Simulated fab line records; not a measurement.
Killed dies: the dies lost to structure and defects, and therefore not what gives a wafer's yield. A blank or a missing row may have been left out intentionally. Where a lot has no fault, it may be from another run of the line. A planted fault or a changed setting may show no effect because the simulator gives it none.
fab line records	flow rit_cmos
[record] lots = 6	wafers = 18	last_day = 7
route steps=202 shown GATE@89 REOX@98 NLDD@103 PLDD@114 SPACER@125 M1@202
lots that met no fault: taken from a fault-free run of the same line
start_h: hours from the record's first day to the start of the lot's first wafer shown	wait_h: time in hours since the lot's previous step	" repeats the value in the row above	L1.1+2: a single row standing in for several wafers	- no value, or no start given	* or withheld: withheld	< > ~ a bound
route shown NAME@n: NAME is a module with steps in the file, n the number in the route of the first one	usual: mean and standard deviation over wafers with no fault	same: alike in all rows	chamber/n: place in a boat	sites: per-site readings	_std_site: the values' standard deviation	_edge_site: outer sites' mean less inner sites'	radius_mm: for every site, how far away it sits from the centre of the wafer	mask NAME#n: copy n	behind: the last tool/chamber to shape the wafer	hold: the reason the lot was held/the length of the hold in hours/how it ended	device: transistor that didn't switch, given as n, p or np	end of line: the same wafers' tests at the end of the route	where a step has no rows: the recipe by itself	killed: the dies lost at the first sort to structure and to defects; this is not the yield of the wafer	map: shows each die of a wafer: x if killed, . if not, _ if none is there
set.NAME: the run value of the setting; set.NAME@STEP: its run value at that earlier step	model.NAME: the simulator's own value behind a step, which no gauge read
lots at some steps of the route; a table a step, a row a wafer
services: when a tool's chamber went out of use (start_h, in hours from the record's first day, below 0 if earlier), for how many hours, and the reason
[[steps]]
[step RIT_GATE_EXPOSE_13]
[recipe] mask_id = M6	na = 0.6	source_shape = conventional	sigma_outer = 0.6	target_cd_nm = 150	dose_mj = 380
[step RIT_GATE_PEB_14]
[recipe] resist = NOVOLAK	temp_c = withheld	time_s = withheld
[step RIT_GATE_DEVELOP_15]
[recipe] resist = NOVOLAK	develop_time_s = 50	dev_temp_c = 23
[step RIT_GATE_CD_MEAS_16]
[recipe] target_cd_nm = 150
[usual] cd_nm = 149.6/1.8
lot.wafer	tool	chamber	start_h	wait_h	cd_nm
L933.1	cd_sem-02	-	37.54	-	150.5
L933.2	"	-	"	"	147.7
L933.3	"	-	"	"	148.3
L943.2	cd_sem-01	-	86.75	-	149.7
L943.3	"	-	"	"	149.7
L943.6	"	-	"	"	150.7
L948.2	cd_sem-02	-	115.61	-	148.9
L948.5	"	-	"	"	145.9
L948.6	"	-	"	"	147.4
L953.1	cd_sem-01	-	141.07	-	147.7
L953.3	"	-	"	"	147.1
L953.6	"	-	"	"	147.3
L955.3	cd_sem-02	-	146.25	-	150.5
L955.5	"	-	"	"	151.7
L955.6	"	-	"	"	149.6
L956.1	cd_sem-02	-	152.63	-	147.9
L956.2	"	-	"	"	146.7
L956.3	"	-	"	"	146.7
[step RIT_GATE_OVL_MEAS_17]
[usual] GATE_OVL = 1.4/1.2
lot.wafer	tool	chamber	start_h	wait_h	GATE_OVL[nm]
L933.1	overlay-01	-	37.66	0.1	0.9
L933.2	"	-	"	"	0.0
L933.3	"	-	"	"	-0.5
L943.2	overlay-01	-	86.86	0.1	1.6
L943.3	"	-	"	"	1.7
L943.6	"	-	"	"	0.2
L948.2	overlay-01	-	115.71	0.1	2.4
L948.5	"	-	"	"	1.0
L948.6	"	-	"	"	1.1
L953.1	overlay-01	-	141.19	0.1	2.6
L953.3	"	-	"	"	1.4
L953.6	"	-	"	"	1.3
L955.3	overlay-02	-	146.35	0.1	0.2
L955.5	"	-	"	"	-0.4
L955.6	"	-	"	"	0.2
L956.1	overlay-02	-	152.75	0.1	1.2
L956.2	"	-	"	"	1.9
L956.3	"	-	"	"	2.5
[step RIT_GATE_HARDBAKE_18]
[recipe] resist = NOVOLAK	temp_c = 140	time_s = 60
[step RIT_GATE_ETCH_19]
[recipe] chemistry = SF6/CHF3/O2	time_s = 165	SF6_flow_sccm = 30	CHF3_flow_sccm = 30	O2_flow_sccm = 5	target = poly-Si	pressure_mtorr = 40	rf_w = 160	target_depth_a = 3125	over_etch_frac = 0.25	stop_on = SiO2
[usual] drypump_motor_current_A = 5.8/0.42	he_backside_leak_sccm = 3.0/0.33	oes_product_au = 0.850/0.0086	rf_fwd_power_W = 159.3/0.52	throttle_valve_pct = 10.23/0.12
[same] time_s = 165
lot.wafer	tool	chamber	start_h	wait_h	drypump_motor_current_A	he_backside_leak_sccm	oes_product_au	rf_fwd_power_W	rf_hours_counter_h	throttle_valve_pct
L933.1	rie_si-02	0	37.85	0.1	5.3	3.5	0.848	159.6	144	10.43
L933.2	"	2	"	"	5.6	3.0	0.836	160.0	142	10.16
L933.3	"	1	"	"	6.5	2.8	0.853	158.7	68	10.24
L943.2	rie_si-02	2	87.04	0.1	5.6	3.0	0.837	159.6	142	10.15
L943.3	"	0	"	"	5.3	3.3	0.850	160.2	145	10.44
L943.6	"	2	"	"	5.6	2.7	0.834	160.0	-	10.18
L948.2	rie_si-01	0	115.89	0.1	5.9	2.9	0.855	160.8	3	10.24
L948.5	"	0	"	"	5.9	2.9	0.854	159.5	-	10.22
L948.6	"	3	"	"	5.4	2.7	0.858	158.4	-	10.15
L953.1	rie_si-02	1	141.37	0.1	6.5	2.8	0.861	159.8	69	10.25
L953.3	"	0	"	"	5.3	3.4	0.864	160.2	145	10.43
L953.6	"	2	"	"	5.6	2.9	0.851	158.5	-	10.16
L955.3	rie_si-02	2	146.52	0.1	5.6	3.0	0.843	159.3	143	10.15
L955.5	"	3	"	"	5.8	3.4	0.844	159.4	-	10.30
L955.6	"	2	"	"	5.6	2.9	0.837	159.0	-	10.17
L956.1	rie_si-01	2	152.94	0.1	5.7	2.8	0.853	159.0	2	10.30
L956.2	"	3	"	"	5.4	3.2	0.863	158.8	48	10.15
L956.3	"	0	"	"	5.9	3.0	0.855	159.4	3	10.22
[step RIT_GATE_STRIP_20]
[recipe] chemistry = O2	time_s = 180	resist = NOVOLAK	platen_temp_c = withheld	power_w = 500	pressure_mtorr = 4000	o2_flow_sccm = 4000
[usual] drypump_motor_current_A = 5.6/0.48
[same] time_s = 180
lot.wafer	tool	chamber	start_h	wait_h	drypump_motor_current_A	rf_hours_counter_h
L933.1	plasma_asher-04	1	37.96	0.1	4.9	42
L933.2	"	0	"	"	5.5	42
L933.3	"	1	"	"	5.0	-
L943.2	plasma_asher-04	1	87.14	0.1	4.9	47
L943.3	"	1	"	"	5.0	-
L943.6	"	0	"	"	5.5	-
L948.2	plasma_asher-04	0	116.00	0.1	5.5	50
L948.5	"	1	"	"	5.0	-
L948.6	"	0	"	"	5.5	-
L953.1	plasma_asher-04	1	141.48	0.1	5.0	53
L953.3	"	0	"	"	5.4	-
L953.6	"	0	"	"	5.5	-
L955.3	plasma_asher-03	0	146.69	0.1	6.4	-
L955.5	"	0	"	"	6.4	-
L955.6	"	1	"	"	5.2	-
L956.1	plasma_asher-04	1	153.05	0.1	5.0	55
L956.2	"	0	"	"	5.5	55
L956.3	"	1	"	"	5.0	-
[step RIT_GATE_CD_MEAS_90]
[recipe] target_cd_nm = 150
[usual] cd_nm = 149.6/1.8
lot.wafer	tool	chamber	start_h	wait_h	cd_nm
L933.1	cd_sem-02	-	38.13	0.1	150.8
L933.2	"	-	"	"	147.7
L933.3	"	-	"	"	148.3
L943.2	cd_sem-01	-	87.34	0.1	149.4
L943.3	"	-	"	"	150.0
L943.6	"	-	"	"	150.2
L948.2	cd_sem-01	-	116.20	0.1	149.1
L948.5	"	-	"	"	146.1
L948.6	"	-	"	"	147.3
L953.1	cd_sem-02	-	141.66	0.1	148.4
L953.3	"	-	"	"	147.0
L953.6	"	-	"	"	147.1
L955.3	cd_sem-01	-	146.84	0.1	150.2
L955.5	"	-	"	"	151.9
L955.6	"	-	"	"	150.1
L956.1	cd_sem-01	-	153.22	0.1	147.7
L956.2	"	-	"	"	146.2
L956.3	"	-	"	"	146.8
[step RIT_REOX_CLEAN_00]
[recipe] chemistry = SC1	mix = 3:3:50	time_s = 600	temp_c = 73.77
[step RIT_REOX_CLEAN_01]
[recipe] chemistry = dHF	dilution = 50:1	time_s = 30
[step RIT_REOX_CLEAN_02]
[recipe] chemistry = SC2	mix = 3:3:50	time_s = 600	temp_c = 75	dry = n2_spin
[step RIT_REOX_OXIDATION_03]
[recipe] temp_c = 900	ambient = O2	target_thk_a = 252	ox_time_s = 5580
lot.wafer	tool	chamber	start_h	wait_h
L933.1+2+3	furnace-04	0	38.65	0.0
L943.2+3+6	furnace-04	0	87.81	0.0
L948.2+5+6	furnace-03	0	117.05	0.4
L953.1+3+6	furnace-03	0	142.14	0.0
L955.3+5+6	furnace-03	0	147.29	0.0
L956.1+2+3	furnace-04	0	153.71	0.0
[step RIT_REOX_THK_MEAS_04]
[recipe] reads = SiO2_of_REOX_OXIDATION_03
[usual] REOX_OXIDE_THK = 25.4/0.54
lot.wafer	tool	chamber	start_h	wait_h	REOX_OXIDE_THK[nm]
L933.1	film_metro-02	-	41.20	0.0	25.5
L933.2	"	-	"	"	25.3
L933.3	"	-	"	"	25.6
L943.2	film_metro-01	-	90.37	0.0	26.6
L943.3	"	-	"	"	26.0
L943.6	"	-	"	"	26.1
L948.2	film_metro-02	-	119.61	0.0	26.3
L948.5	"	-	"	"	26.0
L948.6	"	-	"	"	26.5
L953.1	film_metro-02	-	144.69	0.0	25.6
L953.3	"	-	"	"	25.0
L953.6	"	-	"	"	25.1
L955.3	film_metro-01	-	149.86	0.0	25.1
L955.5	"	-	"	"	24.8
L955.6	"	-	"	"	24.7
L956.1	film_metro-01	-	156.26	0.0	25.0
L956.2	"	-	"	"	25.1
L956.3	"	-	"	"	25.0
[step RIT_NLDD_HMDS_00]
[recipe] prime_time_s = 60	prime_temp_c = 140
[step RIT_NLDD_COAT_01]
[recipe] resist = NOVOLAK	spin_rpm = 3250	resist_thk_nm = 1000
[step RIT_NLDD_SOFTBAKE_02]
[recipe] resist = NOVOLAK	temp_c = 90	time_s = 60
[step RIT_NLDD_EXPOSE_03]
[recipe] mask_id = M7	na = 0.57	target_cd_nm = 40700	dose_mj = 250
[step RIT_NLDD_PEB_04]
[recipe] resist = NOVOLAK	temp_c = withheld	time_s = withheld
[step RIT_NLDD_DEVELOP_05]
[recipe] resist = NOVOLAK	develop_time_s = 50	dev_temp_c = 23
[step RIT_NLDD_OVL_MEAS_06]
[usual] NLDD_OVL = 1.6/1.4
lot.wafer	tool	chamber	start_h	wait_h	NLDD_OVL[nm]
L933.1	overlay-01	-	42.11	-	1.6
L933.2	"	-	"	"	2.2
L933.3	"	-	"	"	2.9
L943.2	overlay-02	-	91.27	-	0.1
L943.3	"	-	"	"	0.8
L943.6	"	-	"	"	1.0
L948.2	overlay-02	-	120.64	-	0.4
L948.5	"	-	"	"	0.6
L948.6	"	-	"	"	0.4
L953.1	overlay-01	-	145.68	-	0.8
L953.3	"	-	"	"	0.1
L953.6	"	-	"	"	1.1
L955.3	overlay-02	-	150.79	-	-0.1
L955.5	"	-	"	"	-2.2
L955.6	"	-	"	"	1.8
L956.1	overlay-01	-	157.30	-	-0.4
L956.2	"	-	"	"	-0.8
L956.3	"	-	"	"	2.2
[step RIT_NLDD_HARDBAKE_07]
[recipe] resist = NOVOLAK	temp_c = 140	time_s = 60
[step RIT_NLDD_IMPLANT_08]
[recipe] species = P	energy_kev = 20	dose_cm2 = 5.08e+14	tilt_deg = 7
[step RIT_NLDD_STRIP_09]
[recipe] chemistry = O2	time_s = 180	resist = NOVOLAK	platen_temp_c = withheld	power_w = 500	pressure_mtorr = 4000	o2_flow_sccm = 4000
[usual] drypump_motor_current_A = 5.6/0.45
[same] time_s = 180
lot.wafer	tool	chamber	start_h	wait_h	drypump_motor_current_A	rf_hours_counter_h
L933.1	plasma_asher-04	1	42.45	0.1	4.9	42
L933.2	"	0	"	"	5.5	42
L933.3	"	0	"	"	5.5	-
L943.2	plasma_asher-04	1	91.60	0.1	4.9	47
L943.3	"	0	"	"	5.5	-
L943.6	"	1	"	"	4.9	-
L948.2	plasma_asher-03	1	120.97	0.1	5.2	31
L948.5	"	1	"	"	5.2	-
L948.6	"	0	"	"	6.3	-
L953.1	plasma_asher-04	1	146.02	0.1	4.9	54
L953.3	"	0	"	"	5.5	-
L953.6	"	1	"	"	5.0	-
L955.3	plasma_asher-02	0	151.18	0.1	5.8	-
L955.5	"	1	"	"	5.8	-
L955.6	"	0	"	"	5.8	-
L956.1	plasma_asher-02	0	157.63	0.1	5.8	52
L956.2	"	1	"	"	5.8	52
L956.3	"	0	"	"	5.7	-
[step RIT_NLDD_TW_MEAS_10]
[usual] NLDD_TW = 2490/22
lot.wafer	tool	chamber	start_h	wait_h	NLDD_TW
L933.1	film_metro-02	-	42.62	0.1	2478
L933.2	"	-	"	"	2485
L933.3	"	-	"	"	2470
L943.2	film_metro-04	-	91.79	0.1	2503
L943.3	"	-	"	"	2519
L943.6	"	-	"	"	2517
L948.2	film_metro-02	-	121.16	0.1	2461
L948.5	"	-	"	"	2483
L948.6	"	-	"	"	2464
L953.1	film_metro-04	-	146.20	0.1	2510
L953.3	"	-	"	"	2510
L953.6	"	-	"	"	2513
L955.3	film_metro-03	-	151.31	0.1	2476
L955.5	"	-	"	"	2473
L955.6	"	-	"	"	2468
L956.1	film_metro-03	-	157.81	0.1	2473
L956.2	"	-	"	"	2479
L956.3	"	-	"	"	2492
[step RIT_PLDD_HMDS_00]
[recipe] prime_time_s = 60	prime_temp_c = 140
[step RIT_PLDD_COAT_01]
[recipe] resist = NOVOLAK	spin_rpm = 3250	resist_thk_nm = 1000
[step RIT_PLDD_SOFTBAKE_02]
[recipe] resist = NOVOLAK	temp_c = 90	time_s = 60
[step RIT_PLDD_EXPOSE_03]
[recipe] mask_id = M8	na = 0.57	target_cd_nm = 40900	dose_mj = 250
[step RIT_PLDD_PEB_04]
[recipe] resist = NOVOLAK	temp_c = withheld	time_s = withheld
[step RIT_PLDD_DEVELOP_05]
[recipe] resist = NOVOLAK	develop_time_s = 50	dev_temp_c = 23
[step RIT_PLDD_OVL_MEAS_06]
[usual] PLDD_OVL = 1.1/1.4
lot.wafer	tool	chamber	start_h	wait_h	PLDD_OVL[nm]
L933.1	overlay-01	-	43.53	-	2.6
L933.2	"	-	"	"	-0.2
L933.3	"	-	"	"	0.6
L943.2	overlay-01	-	92.74	-	2.3
L943.3	"	-	"	"	2.7
L943.6	"	-	"	"	2.2
L948.2	overlay-01	-	122.28	-	0.6
L948.5	"	-	"	"	0.8
L948.6	"	-	"	"	0.2
L953.1	overlay-01	-	147.23	-	0.4
L953.3	"	-	"	"	0.0
L953.6	"	-	"	"	1.3
L955.3	overlay-02	-	152.21	-	1.1
L955.5	"	-	"	"	2.5
L955.6	"	-	"	"	3.0
L956.1	overlay-01	-	158.84	-	1.2
L956.2	"	-	"	"	3.2
L956.3	"	-	"	"	3.7
[step RIT_PLDD_HARDBAKE_07]
[recipe] resist = NOVOLAK	temp_c = 140	time_s = 60
[step RIT_PLDD_IMPLANT_08]
[recipe] species = BF2	energy_kev = 19.81	dose_cm2 = 9e+14	tilt_deg = 7
[step RIT_PLDD_STRIP_09]
[recipe] chemistry = O2	time_s = 180	resist = NOVOLAK	platen_temp_c = withheld	power_w = 500	pressure_mtorr = 4000	o2_flow_sccm = 4000
[usual] drypump_motor_current_A = 5.5/0.34
[same] time_s = 180
lot.wafer	tool	chamber	start_h	wait_h	drypump_motor_current_A	rf_hours_counter_h
L933.1	plasma_asher-04	1	43.87	0.1	5.0	42
L933.2	"	0	"	"	5.5	42
L933.3	"	0	"	"	5.5	-
L943.2	plasma_asher-04	0	93.07	0.1	5.5	47
L943.3	"	1	"	"	5.0	-
L943.6	"	1	"	"	4.9	-
L948.2	plasma_asher-04	0	122.61	0.1	5.4	51
L948.5	"	1	"	"	5.0	-
L948.6	"	0	"	"	5.4	-
L953.1	plasma_asher-04	1	147.57	0.1	4.9	54
L953.3	"	1	"	"	4.9	-
L953.6	"	1	"	"	4.9	-
L955.3	plasma_asher-04	0	152.60	0.1	5.5	-
L955.5	"	1	"	"	4.9	-
L955.6	"	0	"	"	5.5	-
L956.1	plasma_asher-02	0	159.18	0.1	5.8	52
L956.2	"	1	"	"	5.8	52
L956.3	"	0	"	"	5.8	-
[step RIT_PLDD_TW_MEAS_10]
[usual] PLDD_TW = 2332/21
lot.wafer	tool	chamber	start_h	wait_h	PLDD_TW
L933.1	film_metro-03	-	44.04	0.1	2325
L933.2	"	-	"	"	2317
L933.3	"	-	"	"	2321
L943.2	film_metro-02	-	93.25	0.1	2297
L943.3	"	-	"	"	2302
L943.6	"	-	"	"	2306
L948.2	film_metro-03	-	122.79	0.1	2315
L948.5	"	-	"	"	2291
L948.6	"	-	"	"	2296
L953.1	film_metro-04	-	147.74	0.1	2355
L953.3	"	-	"	"	2335
L953.6	"	-	"	"	2354
L955.3	film_metro-02	-	152.73	0.1	2306
L955.5	"	-	"	"	2318
L955.6	"	-	"	"	2316
L956.1	film_metro-03	-	159.35	0.1	2320
L956.2	"	-	"	"	2324
L956.3	"	-	"	"	2305
[step RIT_SPACER_CLEAN_00]
[recipe] chemistry = SC1	mix = 3:3:50	time_s = 600	temp_c = 75
[step RIT_SPACER_CLEAN_01]
[recipe] chemistry = dHF	dilution = 50:1	time_s = 30
[step RIT_SPACER_CLEAN_02]
[recipe] chemistry = SC2	mix = 3:3:50	time_s = 600	temp_c = 75	dry = n2_spin
[step RIT_SPACER_CVD_03]
[recipe] material = Si3N4	target_thk_nm = 250	temp_c = 810	precursor = SiH2Cl2/NH3	time_s = 3300	pressure_mtorr = 300	sih2cl2_flow_sccm = 60	nh3_flow_sccm = 150
[step RIT_SPACER_THK_MEAS_04]
[recipe] reads = Si3N4_of_SPACER_CVD_03
[usual] SPACER_NITRIDE_THK = 249.8/1.9
lot.wafer	tool	chamber	start_h	wait_h	SPACER_NITRIDE_THK[nm]
L933.1	film_metro-03	-	46.39	0.0	247.8
L933.2	"	-	"	"	248.9
L933.3	"	-	"	"	247.6
L943.2	film_metro-01	-	95.61	0.0	248.8
L943.3	"	-	"	"	249.2
L943.6	"	-	"	"	247.9
L948.2	film_metro-01	-	125.13	0.0	250.7
L948.5	"	-	"	"	249.2
L948.6	"	-	"	"	249.8
L953.1	film_metro-01	-	150.09	0.0	254.3
L953.3	"	-	"	"	254.5
L953.6	"	-	"	"	254.0
L955.3	film_metro-01	-	155.47	0.0	253.1
L955.5	"	-	"	"	252.0
L955.6	"	-	"	"	251.5
L956.1	film_metro-03	-	161.70	0.0	251.5
L956.2	"	-	"	"	251.1
L956.3	"	-	"	"	250.0
[step RIT_SPACER_ETCHBACK_05]
[recipe] target_depth_a = 2500	SF6_flow_sccm = 30	CHF3_flow_sccm = 30	target = Si3N4	chemistry = SF6/CHF3	pressure_mtorr = 40	rf_w = 250	time_s = 240	stop_on = SiO2
[usual] drypump_motor_current_A = 5.5/0.36	oes_product_au = 0.843/0.015	rf_fwd_power_W = 249.2/0.78	throttle_valve_pct = 10.26/0.18
[same] time_s = 240
lot.wafer	tool	chamber	start_h	wait_h	drypump_motor_current_A	oes_product_au	rf_fwd_power_W	rf_hours_counter_h	throttle_valve_pct
L933.1	rie_diel-02	1	46.45	0.1	5.3	0.839	249.4	4	10.48
L933.2	"	2	"	"	4.9	0.819	249.1	33	10.21
L933.3	"	3	"	"	5.5	0.846	249.8	86	10.10
L943.2	rie_diel-04	3	95.66	0.0	5.3	0.845	247.8	11	10.60
L943.3	"	0	"	"	5.7	0.852	249.4	136	10.33
L943.6	"	1	"	"	6.1	0.841	249.2	-	10.14
L948.2	rie_diel-02	1	125.18	0.0	5.3	0.853	249.8	5	10.45
L948.5	"	1	"	"	5.3	0.853	249.7	-	10.46
L948.6	"	2	"	"	4.9	0.815	250.2	-	10.21
L953.1	rie_diel-02	1	150.15	0.1	5.3	0.858	248.8	6	10.48
L953.3	"	2	"	"	4.9	0.832	250.6	35	10.21
L953.6	"	1	"	"	5.3	0.865	249.0	-	10.47
L955.3	rie_diel-02	1	155.51	0.0	5.3	0.864	248.0	6	10.48
L955.5	"	0	"	"	5.8	0.849	248.9	-	10.33
L955.6	"	1	"	"	5.3	0.856	248.7	-	10.48
L956.1	rie_diel-02	0	161.76	0.1	5.8	0.856	250.1	111	10.34
L956.2	"	1	"	"	5.3	0.848	248.8	6	10.47
L956.3	"	3	"	"	5.5	0.854	249.5	88	10.10
[step RIT_M1_PROBE_99]
[usual] killed_at_contacts = 0.1/0.25	killed_at_front_end = 7.1/2.9	killed_dies = 7.2/2.9	killed_on_rim = 2.0/1.3	killed_open = 3.6/1.9	killed_short = 3.5/1.9
[same] gross_dies = 264	killed_at_M0_to_M3 = 0	killed_at_M4_up = 0	killed_at_back_side = 0	killed_at_other = 0
lot.wafer	tool	chamber	start_h	wait_h	killed_at_contacts	killed_at_front_end	killed_dies	killed_on_rim	killed_open	killed_short
L933.1	prober-02	-	57.73	0.1	0	5	5	2	2	3
L933.2	prober-02	-	57.78	0.1	0	13	13	3	6	7
L933.3	prober-02	-	57.83	0.2	0	3	3	1	3	0
L943.2	prober-01	-	107.70	0.1	1	10	11	2	7	4
L943.3	prober-01	-	107.75	0.2	0	4	4	1	3	1
L943.6	prober-01	-	107.90	0.2	0	12	12	4	8	4
L953.1	prober-01	-	161.14	0.1	0	183	183	45	1	3
L953.3	prober-01	-	161.24	0.2	0	185	185	44	4	3
L953.6	prober-01	-	161.39	0.2	0	186	186	52	5	2
L955.3	prober-02	-	168.08	0.2	0	185	185	54	3	3
L955.5	prober-02	-	168.18	0.2	0	190	190	48	2	1
L955.6	prober-02	-	168.23	0.2	0	173	173	47	1	4
L956.1	prober-01	-	172.48	0.1	0	8	8	2	2	6
L956.2	prober-01	-	172.53	0.1	0	10	10	1	2	8
L956.3	prober-01	-	172.58	0.2	0	9	9	3	5	4
// killed by level:class
L933.1 FOX1:geometric_particle:short=1 FOX1:geometric_particle:open=1 FOX2:geometric_particle:short=1 GATE:geometric_particle:short=1 REOX:geometric_particle:open=1
L933.2 GATE:geometric_particle:short=4 FOX1:geometric_particle:open=3 GATE:geometric_particle:open=2 SILICIDE:geometric_particle:short=2 REOX:geometric_particle:open=1 SPACER:geometric_particle:short=1
L933.3 FOX2:geometric_particle:open=1 REOX:geometric_particle:open=1 SILICIDE:geometric_particle:open=1
L943.2 GATE:geometric_particle:open=3 GATE:geometric_particle:short=3 FOX2:geometric_particle:open=2 FOX1:geometric_particle:open=1 REOX:geometric_particle:short=1 CONTACT:geometric_particle:open=1
L943.3 GATE:geometric_particle:open=1 REOX:geometric_particle:open=1 SPACER:geometric_particle:open=1 SILICIDE:geometric_particle:short=1
L943.6 GATE:geometric_particle:open=3 SPACER:geometric_particle:open=3 GATE:geometric_particle:short=2 FOX1:geometric_particle:open=1 REOX:geometric_particle:short=1 SPACER:geometric_particle:short=1 SILICIDE:geometric_particle:open=1
L953.1 REOX:unspecified=178 GATE:geometric_particle:short=2 FOX2:geometric_particle:short=1 REOX:geometric_particle:open=1 GATE:coat_microbubble_printed=1
L953.3 REOX:unspecified=178 GATE:geometric_particle:open=3 FOX1:geometric_particle:short=2 FOX1:geometric_particle:open=1 SPACER:geometric_particle:short=1
L953.6 REOX:unspecified=179 FOX1:geometric_particle:open=2 REOX:geometric_particle:open=2 FOX2:geometric_particle:short=1 GATE:geometric_particle:open=1 GATE:geometric_particle:short=1
L955.3 REOX:unspecified=179 GATE:geometric_particle:open=3 GATE:geometric_particle:short=2 SPACER:geometric_particle:short=1
L955.5 REOX:unspecified=187 GATE:geometric_particle:open=2 FOX1:geometric_particle:short=1
L955.6 REOX:unspecified=168 GATE:geometric_particle:short=3 FOX2:geometric_particle:short=1 GATE:geometric_particle:open=1
L956.1 REOX:geometric_particle:short=3 SILICIDE:geometric_particle:short=2 GATE:geometric_particle:open=1 GATE:geometric_particle:short=1 REOX:geometric_particle:open=1
L956.2 REOX:geometric_particle:short=3 FOX2:geometric_particle:short=2 GATE:geometric_particle:short=2 GATE:geometric_particle:open=2 FOX1:geometric_particle:short=1
L956.3 FOX2:geometric_particle:short=2 REOX:geometric_particle:open=2 FOX1:geometric_particle:open=1 FOX2:geometric_particle:open=1 GATE:geometric_particle:short=1 GATE:geometric_particle:open=1 REOX:geometric_particle:short=1
// map L953.6 (x killed, . not)
________xxxxxx._______
_____xx..xxx...x.x____
____xxx.xx..x...xx.___
___xxx.xx.xxx.xx...x__
__.x...xxxx..x.xxxx.x_
__x.xxxxxxxxxx.xxxxxx_
_x.xxx.xxxxxxxxxxxxxxx
_xxxx.xxxxxx.xxxxxxxxx
_xxxxx.xxx...xxx.xxxxx
_x.x....x.x..xxxx...x.
__..x.x.xxxxxxxx.xxxx_
__x..xx.x.xx..xxxxx.x_
___xx.xxx.x..xx...xx__
____xxx..xx.xxxxxxx___
_____xxxxxx.x.xxx.____
________.x.xxxx_______
// map L955.5 (x killed, . not)
________xxxxxxx_______
_____.xx.xx.xx.x.x____
____..xxxx.xxxx.xxx___
___xxxx..xx..xxx..xx__
__x.xxxxxxxx.xxxxxx.x_
__xxxxxxxxxxx..xx.xxx_
_...xxx.xxx.xxxxxxx..x
_..xxx.xx.xxx.xx.xxxxx
_xxxx.xxxxxxx.x.x.xx.x
_xxxxxxxxxx.xx.x.x..xx
__x.x..xx.xx.x.xxxxxx_
__x.xxxxxxx..xxxxx..x_
___xxx.xx.x..x...xx.__
____xxxx..xx.xx.x..___
_____xxxxxxxxx...x____
________x.xxx.x_______
[[services]]
tool	chamber	start_h	hours	kind
plasma_asher-02	-	19.21	2.5	repair
plasma_asher-03	-	21.76	15.6	pm
rie_diel-02	2	34.72	10.8	repair
plasma_asher-04	-	52.02	1.9	repair
rie_diel-04	2	55.77	5.1	repair
rie_si-01	3	89.50	4.9	repair
furnace-04	-	90.36	3.3	pm
rie_si-01	0	94.70	4.2	repair
furnace-04	-	96.85	3.9	pm
furnace-03	-	104.38	3.2	pm
furnace-04	-	105.09	10.7	pm
plasma_asher-02	-	109.32	2.8	pm
furnace-03	-	120.12	9.4	repair
rie_si-02	3	121.22	-	clean
rie_si-02	3	121.22	23.3	scheduled_down
rie_si-02	3	121.22	23.3	vent_cycle
rie_si-01	0	125.31	16.7	repair
rie_si-02	0	144.48	-	clean
rie_si-02	0	144.48	27.3	scheduled_down
rie_si-02	0	144.48	27.3	vent_cycle
[[key]]
[first_sign] step = RIT_M1_PROBE_99	reading = killed_at_front_end	direction = up	sigmas = 61	usual = 7.1	struck = 183.7
[effect] step = RIT_M1_PROBE_99	reading = killed_dies	direction = up	sigmas = 60	usual = 7.2	struck = 183.7
met_at RIT_REOX_OXIDATION_03
struck_wafers L953.1,L953.3,L953.6,L955.3,L955.5,L955.6
tester_left_out L953,L955
onset_between 117.05 142.14
also_fits RIT_GATE_ETCH_19:rie_si-02,RIT_PLDD_STRIP_09:plasma_asher-04
[fault] kind = chamber_particle_source	tool = furnace-03	chamber = -	onset_h = 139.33	steps = RIT_REOX_OXIDATION_03	rate_per_visit_cm2 = 2.0736	end_h = 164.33
// tester_left_out: of these lots the tester's yield and bins aren't shown, on N5 and GAA mostly nor the transistor test; their killed dies are dies lost to structure and defects alone, not to doping, threshold or leakage, so they don't give the yield
